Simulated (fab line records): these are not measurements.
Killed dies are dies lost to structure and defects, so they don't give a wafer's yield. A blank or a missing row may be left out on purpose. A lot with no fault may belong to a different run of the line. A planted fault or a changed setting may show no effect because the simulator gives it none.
fab line records	flow ritCmos	part 1 of 2: steps 1 to 34 of 47
[record] lots = 5	wafers = 15	lastDay = 6
route steps=202 shown NWELL@32 PWELL@39 WELLDRIVE@50 NRETRO@53 PRETRO@64 GATE@75
lots untouched by any fault: they come from a run of this same line in which no faults occurred
startH: the number of hours between the record's first day and the start of the first shown wafer of the lot	waitH: hours since the lot's step before	" the same as in the row above	L1.1+2: a row that stands for several wafers	- value missing, or start not given	* or withheld: withheld	< > ~ a bound
route shown NAME@n: a module of which the file shows steps, and the number in the route of the first	usual: mean/standard deviation taken from wafers without a fault	same: alike in all rows	chamber/n: place in a boat	sites: per-site readings	_std_site: standard deviation of those values	_edge_site: outer sites' mean less inner sites'	radiusMm: how far each site lies from the wafer's centre	mask NAME#n: copy n	behind: tool/chamber where the wafer was last shaped	hold: what put the lot on hold/how long, in hours/how the hold closed	device: the transistor (n, p or np) that didn't switch	end of line: the tests these same wafers got at the end of their route	step lacking rows: just its recipe	killed: not the wafer's yield, but the dies lost to structure and defects at the first sort	map: a wafer's dies, marking killed ones x, the rest . and places with no die _
set.NAME: the setting as run; set.NAME@STEP: as run at that earlier step	model.NAME: the simulator's own value behind a step, which no gauge read
lots at selected steps of the route; one table per step, one row per wafer
services: from which hour (startH, from the record's first day; less than 0 if before it) a tool's chamber was out of use, for how many hours, and why
[[steps]]
[step RIT_NWELL_PEB_04]
[recipe] resist = NOVOLAK	tempC = withheld	timeS = withheld
lot.wafer	tool	chamber	startH	waitH
L077.1+4+6	lithoTrack-04	0	38.12	0.1
L081.1+2+4	lithoTrack-04	0	58.76	0.1
L089.4+5+6	lithoTrack-02	0	99.93	0.1
L090.2+4+6	lithoTrack-02	0	103.68	0.1
L092.3+4+6	lithoTrack-04	0	113.02	0.1
[step RIT_NWELL_DEVELOP_05]
[recipe] resist = NOVOLAK	developTimeS = 68	devTempC = 23
lot.wafer	tool	chamber	startH	waitH
L077.1+4+6	lithoTrack-04	0	-	-
L081.1+2+4	lithoTrack-04	0	-	-
L089.4+5+6	lithoTrack-02	0	-	-
L090.2+4+6	lithoTrack-02	0	-	-
L092.3+4+6	lithoTrack-04	0	-	-
[step RIT_NWELL_OVL_MEAS_06]
[usual] NWELL_OVL = -0.9/1.4
lot.wafer	tool	chamber	startH	waitH	NWELL_OVL[nm]
L077.1	overlay-01	-	38.43	-	-1.6
L077.4	"	-	"	"	-2.3
L077.6	"	-	"	"	-0.3
L081.1	overlay-02	-	59.08	-	0.1
L081.2	"	-	"	"	2.0
L081.4	"	-	"	"	2.0
L089.4	overlay-02	-	100.19	-	-1.4
L089.5	"	-	"	"	-1.6
L089.6	"	-	"	"	-3.2
L090.2	overlay-02	-	103.98	-	-1.5
L090.4	"	-	"	"	0.4
L090.6	"	-	"	"	0.4
L092.3	overlay-01	-	113.30	-	0.3
L092.4	"	-	"	"	0.7
L092.6	"	-	"	"	0.5
[step RIT_NWELL_HARDBAKE_07]
[recipe] resist = NOVOLAK	tempC = 140	timeS = 120
[usual] plateTempC = 139.99/0.13
lot.wafer	tool	chamber	startH	waitH	plateTempC
L077.1	lithoTrack-01	0	38.47	0.0	139.86
L077.4	"	0	"	"	140.32
L077.6	"	0	"	"	139.88
L081.1	lithoTrack-01	0	59.11	0.0	139.88
L081.2	"	0	"	"	139.90
L081.4	"	0	"	"	139.89
L089.4	lithoTrack-01	0	100.33	0.1	140.03
L089.5	"	0	"	"	140.11
L089.6	"	0	"	"	139.92
L090.2	lithoTrack-02	0	104.05	0.1	139.89
L090.4	"	0	"	"	139.90
L090.6	"	0	"	"	139.98
L092.3	lithoTrack-04	0	113.40	0.1	139.97
L092.4	"	0	"	"	139.98
L092.6	"	0	"	"	140.13
[step RIT_NWELL_IMPLANT_08]
[recipe] species = P	energyKev = 170	doseCm2 = 5e+13	tiltDeg = 7
lot.wafer	tool	chamber	startH	waitH
L077.1+4+6	implanter-04	0	38.72	0.2
L081.1+2+4	implanter-02	0	59.36	0.2
L089.4+5+6	implanter-02	0	100.53	0.2
L090.2+4+6	implanter-01	0	104.28	0.2
L092.3+4+6	implanter-04	0	113.62	0.2
[step RIT_NWELL_STRIP_09]
[recipe] chemistry = O2	timeS = 180	resist = NOVOLAK	platenTempC = withheld	powerW = 500	pressureMtorr = 4000	o2FlowSccm = 4000
[usual] drypumpMotorCurrentA = 5.7/0.31
lot.wafer	tool	chamber	startH	waitH	drypumpMotorCurrentA	rfHoursCounterH
L077.1	plasmaAsher-01	1	38.87	0.1	5.6	25
L077.4	"	0	"	"	6.2	-
L077.6	"	0	"	"	6.2	-
L081.1	plasmaAsher-03	0	59.51	0.1	5.8	43
L081.2	"	1	"	"	5.3	43
L081.4	"	0	"	"	5.8	-
L089.4	plasmaAsher-03	1	100.67	0.1	5.4	-
L089.5	"	0	"	"	5.8	-
L089.6	"	1	"	"	5.3	-
L090.2	plasmaAsher-01	0	104.41	0.1	6.2	32
L090.4	"	0	"	"	6.2	-
L090.6	"	0	"	"	6.2	-
L092.3	plasmaAsher-03	1	113.78	0.1	5.4	-
L092.4	"	0	"	"	5.8	-
L092.6	"	1	"	"	5.3	-
[step RIT_NWELL_TW_MEAS_10]
[usual] NWELL_TW = 2163/11
lot.wafer	tool	chamber	startH	waitH	NWELL_TW
L077.1	filmMetro-02	-	39.04	0.1	2151
L077.4	"	-	"	"	2159
L077.6	"	-	"	"	2155
L081.1	filmMetro-04	-	59.69	0.1	2177
L081.2	"	-	"	"	2165
L081.4	"	-	"	"	2171
L089.4	filmMetro-02	-	100.81	0.1	2150
L089.5	"	-	"	"	2152
L089.6	"	-	"	"	2162
L090.2	filmMetro-04	-	104.59	0.1	2175
L090.4	"	-	"	"	2162
L090.6	"	-	"	"	2164
L092.3	filmMetro-02	-	113.91	0.1	2149
L092.4	"	-	"	"	2137
L092.6	"	-	"	"	2153
[step RIT_PWELL_HMDS_00]
[recipe] primeTimeS = 60	primeTempC = 140
lot.wafer	tool	chamber	startH	waitH
L077.1+4+6	lithoTrack-02	0	39.10	0.1
L081.1+2+4	lithoTrack-03	0	59.75	0.1
L089.4+5+6	lithoTrack-02	0	100.92	0.1
L090.2+4+6	lithoTrack-01	0	104.67	0.1
L092.3+4+6	lithoTrack-02	0	114.00	0.1
[step RIT_PWELL_COAT_01]
[recipe] resist = NOVOLAK	spinRpm = 2000	resistThkNm = 1300
lot.wafer	tool	chamber	startH	waitH
L077.1+4+6	lithoTrack-02	0	39.25	0.1
L081.1+2+4	lithoTrack-03	0	59.90	0.1
L089.4+5+6	lithoTrack-02	0	101.07	0.1
L090.2+4+6	lithoTrack-01	0	104.82	0.1
L092.3+4+6	lithoTrack-02	0	114.15	0.1
[step RIT_PWELL_SOFTBAKE_02]
[recipe] resist = NOVOLAK	tempC = 90	timeS = 60
[usual] plateTempC = 90.02/0.11
lot.wafer	tool	chamber	startH	waitH	plateTempC
L077.1	lithoTrack-02	0	39.40	0.1	89.85
L077.4	"	0	"	"	89.86
L077.6	"	0	"	"	89.89
L081.1	lithoTrack-03	0	60.05	0.1	90.13
L081.2	"	0	"	"	89.91
L081.4	"	0	"	"	90.01
L089.4	lithoTrack-02	0	101.22	0.1	89.99
L089.5	"	0	"	"	90.15
L089.6	"	0	"	"	89.97
L090.2	lithoTrack-01	0	104.97	0.1	89.89
L090.4	"	0	"	"	89.74
L090.6	"	0	"	"	89.76
L092.3	lithoTrack-02	0	114.30	0.1	90.01
L092.4	"	0	"	"	89.86
L092.6	"	0	"	"	89.83
[step RIT_PWELL_EXPOSE_03]
[recipe] maskId = M3	na = 0.57	targetCdNm = 43700	doseMj = 250
[usual] exposureDoseMJCm2 = 249.97/0.25	stageVelMmS = 499.98/0.24
lot.wafer	tool	chamber	startH	waitH	mask	exposureDoseMJCm2	stageVelMmS
L077.1	ilineStepper-01	0	39.68	0.2	M3#0	250.17	500.06
L077.4	"	0	"	"	M3#0	249.99	500.08
L077.6	"	0	"	"	M3#0	249.91	499.95
L081.1	ilineStepper-01	0	60.32	0.2	M3#0	250.13	500.18
L081.2	"	0	"	"	M3#0	250.06	499.96
L081.4	"	0	"	"	M3#0	249.95	500.30
L089.4	ilineStepper-01	0	101.35	0.1	M3#0	249.63	500.13
L089.5	"	0	"	"	M3#0	249.90	500.15
L089.6	"	0	"	"	M3#0	249.89	499.90
L090.2	ilineStepper-01	0	105.11	0.1	M3#0	249.59	499.73
L090.4	"	0	"	"	M3#0	250.11	500.10
L090.6	"	0	"	"	M3#0	250.14	500.08
L092.3	ilineStepper-02	0	114.57	0.2	M3#0	249.60	499.81
L092.4	"	0	"	"	M3#0	249.61	500.08
L092.6	"	0	"	"	M3#0	249.87	499.88
[step RIT_PWELL_PEB_04]
[recipe] resist = NOVOLAK	tempC = withheld	timeS = withheld
lot.wafer	tool	chamber	startH	waitH
L077.1+4+6	lithoTrack-02	0	40.00	0.3
L081.1+2+4	lithoTrack-02	0	60.44	0.1
L089.4+5+6	lithoTrack-01	0	101.49	0.1
L090.2+4+6	lithoTrack-01	0	105.24	0.1
L092.3+4+6	lithoTrack-01	0	114.70	0.1
[step RIT_PWELL_DEVELOP_05]
[recipe] resist = NOVOLAK	developTimeS = 68	devTempC = 23
lot.wafer	tool	chamber	startH	waitH
L077.1+4+6	lithoTrack-02	0	-	-
L081.1+2+4	lithoTrack-02	0	-	-
L089.4+5+6	lithoTrack-01	0	-	-
L090.2+4+6	lithoTrack-01	0	-	-
L092.3+4+6	lithoTrack-01	0	-	-
[step RIT_PWELL_OVL_MEAS_06]
[usual] PWELL_OVL = 0.1/1.7
lot.wafer	tool	chamber	startH	waitH	PWELL_OVL[nm]
L077.1	overlay-02	-	40.31	-	0.1
L077.4	"	-	"	"	-1.1
L077.6	"	-	"	"	0.6
L081.1	overlay-02	-	60.75	-	0.9
L081.2	"	-	"	"	1.7
L081.4	"	-	"	"	1.9
L089.4	overlay-02	-	101.74	-	1.1
L089.5	"	-	"	"	0.2
L089.6	"	-	"	"	-0.5
L090.2	overlay-02	-	105.53	-	-0.1
L090.4	"	-	"	"	1.3
L090.6	"	-	"	"	-0.5
L092.3	overlay-02	-	114.97	-	0.2
L092.4	"	-	"	"	0.2
L092.6	"	-	"	"	-1.1
[step RIT_PWELL_HARDBAKE_07]
[recipe] resist = NOVOLAK	tempC = 140	timeS = 120
[usual] plateTempC = 140.01/0.15
lot.wafer	tool	chamber	startH	waitH	plateTempC
L077.1	lithoTrack-03	0	40.35	0.0	140.27
L077.4	"	0	"	"	139.91
L077.6	"	0	"	"	139.94
L081.1	lithoTrack-01	0	60.79	0.0	139.73
L081.2	"	0	"	"	139.58
L081.4	"	0	"	"	139.78
L089.4	lithoTrack-01	0	101.88	0.1	139.99
L089.5	"	0	"	"	139.74
L089.6	"	0	"	"	139.87
L090.2	lithoTrack-03	0	105.60	0.1	139.83
L090.4	"	0	"	"	139.85
L090.6	"	0	"	"	139.85
L092.3	lithoTrack-02	0	115.08	0.1	139.82
L092.4	"	0	"	"	140.06
L092.6	"	0	"	"	140.23
[step RIT_PWELL_IMPLANT_08]
[recipe] species = B	energyKev = 170	doseCm2 = 7e+13	tiltDeg = 7
lot.wafer	tool	chamber	startH	waitH
L077.1+4+6	implanter-03	0	40.60	0.2
L081.1+2+4	implanter-03	0	61.04	0.2
L089.4+5+6	implanter-01	0	102.08	0.2
L090.2+4+6	implanter-03	0	105.83	0.2
L092.3+4+6	implanter-03	0	115.30	0.2
[step RIT_PWELL_STRIP_09]
[recipe] chemistry = O2	timeS = 180	resist = NOVOLAK	platenTempC = withheld	powerW = 500	pressureMtorr = 4000	o2FlowSccm = 4000
[usual] drypumpMotorCurrentA = 5.9/0.33
lot.wafer	tool	chamber	startH	waitH	drypumpMotorCurrentA	rfHoursCounterH
L077.1	plasmaAsher-02	0	40.75	0.1	6.3	40
L077.4	"	0	"	"	6.3	-
L077.6	"	1	"	"	5.7	-
L081.1	plasmaAsher-01	1	61.19	0.1	5.6	27
L081.2	"	0	"	"	6.2	27
L081.4	"	1	"	"	5.5	-
L089.4	plasmaAsher-04	1	102.22	0.1	5.8	-
L089.5	"	1	"	"	5.7	-
L089.6	"	0	"	"	5.3	-
L090.2	plasmaAsher-02	1	105.96	0.1	5.7	48
L090.4	"	0	"	"	6.3	-
L090.6	"	1	"	"	5.7	-
L092.3	plasmaAsher-01	0	115.45	0.1	6.2	-
L092.4	"	1	"	"	5.6	-
L092.6	"	1	"	"	5.6	-
[step RIT_PWELL_TW_MEAS_10]
[usual] PWELL_TW = 961/5.9
lot.wafer	tool	chamber	startH	waitH	PWELL_TW
L077.1	filmMetro-04	-	40.93	0.1	962
L077.4	"	-	"	"	962
L077.6	"	-	"	"	959
L081.1	filmMetro-02	-	61.36	0.1	953
L081.2	"	-	"	"	957
L081.4	"	-	"	"	949
L089.4	filmMetro-04	-	102.36	0.1	963
L089.5	"	-	"	"	963
L089.6	"	-	"	"	975
L090.2	filmMetro-02	-	106.14	0.1	949
L090.4	"	-	"	"	954
L090.6	"	-	"	"	948
L092.3	filmMetro-04	-	115.59	0.1	963
L092.4	"	-	"	"	961
L092.6	"	-	"	"	966
[step RIT_WELLDRIVE_ANNEAL_00]
[recipe] tempC = 1100	timeS = 14700	ambient = N2
lot.wafer	tool	chamber	startH	waitH
L077.1+4+6	furnace-01	0	43.74	2.8
L081.1+2+4	furnace-04	0	64.50	3.1
L089.4+5+6	furnace-03	0	102.39	0.0
L090.2+4+6	furnace-04	0	107.15	1.0
L092.3+4+6	furnace-04	0	115.63	0.0
[step RIT_WELLDRIVE_RS_MEAS_01]
[recipe] thkMeasGauge = four-point-probe
[usual] NWELL_RS = 276.0/0.78
lot.wafer	tool	chamber	startH	waitH	NWELL_RS[ohm/sq]
L077.1	filmMetro-02	-	48.82	0.0	277.9
L077.4	"	-	"	"	276.6
L077.6	"	-	"	"	277.0
L081.1	filmMetro-02	-	69.58	0.0	275.6
L081.2	"	-	"	"	275.8
L081.4	"	-	"	"	275.5
L089.4	filmMetro-04	-	107.54	0.1	275.3
L089.5	"	-	"	"	274.4
L089.6	"	-	"	"	274.7
L090.2	filmMetro-04	-	112.26	0.0	275.5
L090.4	"	-	"	"	277.2
L090.6	"	-	"	"	276.7
L092.3	filmMetro-02	-	120.75	0.0	275.1
L092.4	"	-	"	"	275.2
L092.6	"	-	"	"	275.2
[step RIT_WELLDRIVE_RS_MEAS_02]
[recipe] thkMeasGauge = four-point-probe
[usual] PWELL_RS = 429.7/1.2
lot.wafer	tool	chamber	startH	waitH	PWELL_RS[ohm/sq]
L077.1	filmMetro-02	-	48.94	0.1	428.7
L077.4	"	-	"	"	430.6
L077.6	"	-	"	"	430.4
L081.1	filmMetro-02	-	69.70	0.1	430.9
L081.2	"	-	"	"	429.9
L081.4	"	-	"	"	431.1
L089.4	filmMetro-04	-	107.66	0.1	426.5
L089.5	"	-	"	"	428.7
L089.6	"	-	"	"	427.5
L090.2	filmMetro-04	-	112.38	0.1	429.3
L090.4	"	-	"	"	429.4
L090.6	"	-	"	"	429.0
L092.3	filmMetro-02	-	120.87	0.1	429.1
L092.4	"	-	"	"	430.2
L092.6	"	-	"	"	429.6
[step RIT_NRETRO_HMDS_00]
[recipe] primeTimeS = 60	primeTempC = 140
lot.wafer	tool	chamber	startH	waitH
L077.1+4+6	lithoTrack-03	0	49.06	0.1
L081.1+2+4	lithoTrack-03	0	69.82	0.1
L089.4+5+6	lithoTrack-01	0	107.79	0.1
L090.2+4+6	lithoTrack-03	0	112.79	0.4
L092.3+4+6	lithoTrack-04	0	121.00	0.1
[step RIT_NRETRO_COAT_01]
[recipe] resist = NOVOLAK	spinRpm = 2000	resistThkNm = 1300
lot.wafer	tool	chamber	startH	waitH
L077.1+4+6	lithoTrack-03	0	49.21	0.1
L081.1+2+4	lithoTrack-03	0	69.97	0.1
L089.4+5+6	lithoTrack-01	0	107.94	0.1
L090.2+4+6	lithoTrack-03	0	112.94	0.1
L092.3+4+6	lithoTrack-04	0	121.15	0.1
[step RIT_NRETRO_SOFTBAKE_02]
[recipe] resist = NOVOLAK	tempC = 90	timeS = 60
[usual] plateTempC = 90.02/0.15
lot.wafer	tool	chamber	startH	waitH	plateTempC
L077.1	lithoTrack-03	0	49.36	0.1	90.08
L077.4	"	0	"	"	90.18
L077.6	"	0	"	"	90.12
L081.1	lithoTrack-03	0	70.12	0.1	89.79
L081.2	"	0	"	"	89.92
L081.4	"	0	"	"	89.73
L089.4	lithoTrack-01	0	108.09	0.1	89.87
L089.5	"	0	"	"	89.95
L089.6	"	0	"	"	89.89
L090.2	lithoTrack-03	0	113.09	0.1	90.17
L090.4	"	0	"	"	90.04
L090.6	"	0	"	"	90.18
L092.3	lithoTrack-04	0	121.30	0.1	90.00
L092.4	"	0	"	"	90.07
L092.6	"	0	"	"	89.99
[step RIT_NRETRO_EXPOSE_03]
[recipe] maskId = M4	na = 0.57	targetCdNm = 43900	doseMj = 250
[usual] exposureDoseMJCm2 = 250.02/0.23	stageVelMmS = 499.95/0.23
lot.wafer	tool	chamber	startH	waitH	mask	exposureDoseMJCm2	stageVelMmS
L077.1	ilineStepper-01	0	49.51	0.1	M4#0	250.09	500.15
L077.4	"	0	"	"	M4#0	250.03	500.32
L077.6	"	0	"	"	M4#0	250.23	499.88
L081.1	ilineStepper-02	0	70.39	0.2	M4#0	250.46	499.78
L081.2	"	0	"	"	M4#0	249.76	500.00
L081.4	"	0	"	"	M4#0	249.96	499.68
L089.4	ilineStepper-01	0	108.29	0.2	M4#0	250.18	500.36
L089.5	"	0	"	"	M4#0	249.73	500.36
L089.6	"	0	"	"	M4#0	249.97	499.72
L090.2	ilineStepper-02	0	113.36	0.2	M4#0	250.23	499.99
L090.4	"	0	"	"	M4#0	249.78	500.04
L090.6	"	0	"	"	M4#0	249.78	499.95
L092.3	ilineStepper-02	0	121.44	0.1	M4#0	249.94	500.00
L092.4	"	0	"	"	M4#0	250.11	500.13
L092.6	"	0	"	"	M4#0	250.19	499.69
[step RIT_NRETRO_PEB_04]
[recipe] resist = NOVOLAK	tempC = withheld	timeS = withheld
lot.wafer	tool	chamber	startH	waitH
L077.1+4+6	lithoTrack-01	0	49.64	0.1
L081.1+2+4	lithoTrack-04	0	70.51	0.1
L089.4+5+6	lithoTrack-01	0	108.42	0.1
L090.2+4+6	lithoTrack-03	0	113.55	0.2
L092.3+4+6	lithoTrack-04	0	121.57	0.1
[step RIT_NRETRO_DEVELOP_05]
[recipe] resist = NOVOLAK	developTimeS = 68	devTempC = 23
lot.wafer	tool	chamber	startH	waitH
L077.1+4+6	lithoTrack-01	0	-	-
L081.1+2+4	lithoTrack-04	0	-	-
L089.4+5+6	lithoTrack-01	0	-	-
L090.2+4+6	lithoTrack-03	0	-	-
L092.3+4+6	lithoTrack-04	0	-	-
[step RIT_NRETRO_OVL_MEAS_06]
[usual] NRETRO_OVL = 0.6/1.5
lot.wafer	tool	chamber	startH	waitH	NRETRO_OVL[nm]
L077.1	overlay-01	-	49.96	-	2.0
L077.4	"	-	"	"	0.0
L077.6	"	-	"	"	-0.6
L081.1	overlay-01	-	70.82	-	-0.2
L081.2	"	-	"	"	1.9
L081.4	"	-	"	"	-0.1
L089.4	overlay-02	-	108.68	-	0.3
L089.5	"	-	"	"	-1.8
L089.6	"	-	"	"	-2.3
L090.2	overlay-02	-	113.84	-	-0.4
L090.4	"	-	"	"	2.9
L090.6	"	-	"	"	2.3
L092.3	overlay-01	-	121.85	-	2.6
L092.4	"	-	"	"	3.9
L092.6	"	-	"	"	3.6
[step RIT_NRETRO_HARDBAKE_07]
[recipe] resist = NOVOLAK	tempC = 140	timeS = 120
[usual] plateTempC = 140.07/0.16
lot.wafer	tool	chamber	startH	waitH	plateTempC
L077.1	lithoTrack-04	0	49.99	0.0	139.99
L077.4	"	0	"	"	140.12
L077.6	"	0	"	"	140.18
L081.1	lithoTrack-03	0	70.86	0.0	140.30
L081.2	"	0	"	"	140.31
L081.4	"	0	"	"	139.92
L089.4	lithoTrack-01	0	108.82	0.1	140.24
L089.5	"	0	"	"	140.05
L089.6	"	0	"	"	140.10
L090.2	lithoTrack-04	0	113.92	0.1	140.07
L090.4	"	0	"	"	140.29
L090.6	"	0	"	"	140.15
L092.3	lithoTrack-04	0	121.95	0.1	139.96
L092.4	"	0	"	"	140.08
L092.6	"	0	"	"	140.07
[step RIT_NRETRO_IMPLANT_08]
[recipe] species = P	energyKev = 70	doseCm2 = 1e+13	tiltDeg = 7
lot.wafer	tool	chamber	startH	waitH
L077.1+4+6	implanter-02	0	50.24	0.2
L081.1+2+4	implanter-03	0	71.11	0.2
L089.4+5+6	implanter-03	0	109.02	0.2
L090.2+4+6	implanter-03	0	114.15	0.2
L092.3+4+6	implanter-01	0	122.17	0.2
[step RIT_NRETRO_STRIP_09]
[recipe] chemistry = O2	timeS = 180	resist = NOVOLAK	platenTempC = withheld	powerW = 500	pressureMtorr = 4000	o2FlowSccm = 4000
[usual] drypumpMotorCurrentA = 5.7/0.33
lot.wafer	tool	chamber	startH	waitH	drypumpMotorCurrentA	rfHoursCounterH
L077.1	plasmaAsher-04	1	50.39	0.1	5.7	36
L077.4	"	1	"	"	5.7	-
L077.6	"	0	"	"	5.3	-
L081.1	plasmaAsher-04	1	71.26	0.1	5.7	37
L081.2	"	0	"	"	5.3	37
L081.4	"	0	"	"	5.3	-
L089.4	plasmaAsher-03	0	109.16	0.1	5.8	-
L089.5	"	0	"	"	5.8	-
L089.6	"	1	"	"	5.3	-
L090.2	plasmaAsher-03	1	114.27	0.1	5.3	50
L090.4	"	0	"	"	5.8	-
L090.6	"	0	"	"	5.8	-
L092.3	plasmaAsher-03	0	122.33	0.1	5.8	-
L092.4	"	1	"	"	5.3	-
L092.6	"	1	"	"	5.3	-
[step RIT_NRETRO_TW_MEAS_10]
[usual] NRETRO_TW = 1057/5.3
lot.wafer	tool	chamber	startH	waitH	NRETRO_TW
L077.1	filmMetro-01	-	50.57	0.1	1057
L077.4	"	-	"	"	1056
L077.6	"	-	"	"	1048
L081.1	filmMetro-01	-	71.44	0.1	1055
L081.2	"	-	"	"	1050
L081.4	"	-	"	"	1052
L089.4	filmMetro-01	-	109.30	0.1	1061
L089.5	"	-	"	"	1059
L089.6	"	-	"	"	1056
L090.2	filmMetro-02	-	114.46	0.1	1048
L090.4	"	-	"	"	1054
L090.6	"	-	"	"	1056
L092.3	filmMetro-02	-	122.46	0.1	1055
L092.4	"	-	"	"	1062
L092.6	"	-	"	"	1055
[step RIT_PRETRO_HMDS_00]
[recipe] primeTimeS = 60	primeTempC = 140
lot.wafer	tool	chamber	startH	waitH
L077.1+4+6	lithoTrack-03	0	50.63	0.1
L081.1+2+4	lithoTrack-04	0	71.50	0.1
L089.4+5+6	lithoTrack-04	0	109.41	0.1
L090.2+4+6	lithoTrack-02	0	114.53	0.1
L092.3+4+6	lithoTrack-04	0	122.55	0.1
[step RIT_PRETRO_COAT_01]
[recipe] resist = NOVOLAK	spinRpm = 2000	resistThkNm = 1300
lot.wafer	tool	chamber	startH	waitH
L077.1+4+6	lithoTrack-03	0	50.78	0.1
L081.1+2+4	lithoTrack-04	0	71.65	0.1
L089.4+5+6	lithoTrack-04	0	109.56	0.1
L090.2+4+6	lithoTrack-02	0	114.68	0.1
L092.3+4+6	lithoTrack-04	0	122.70	0.1
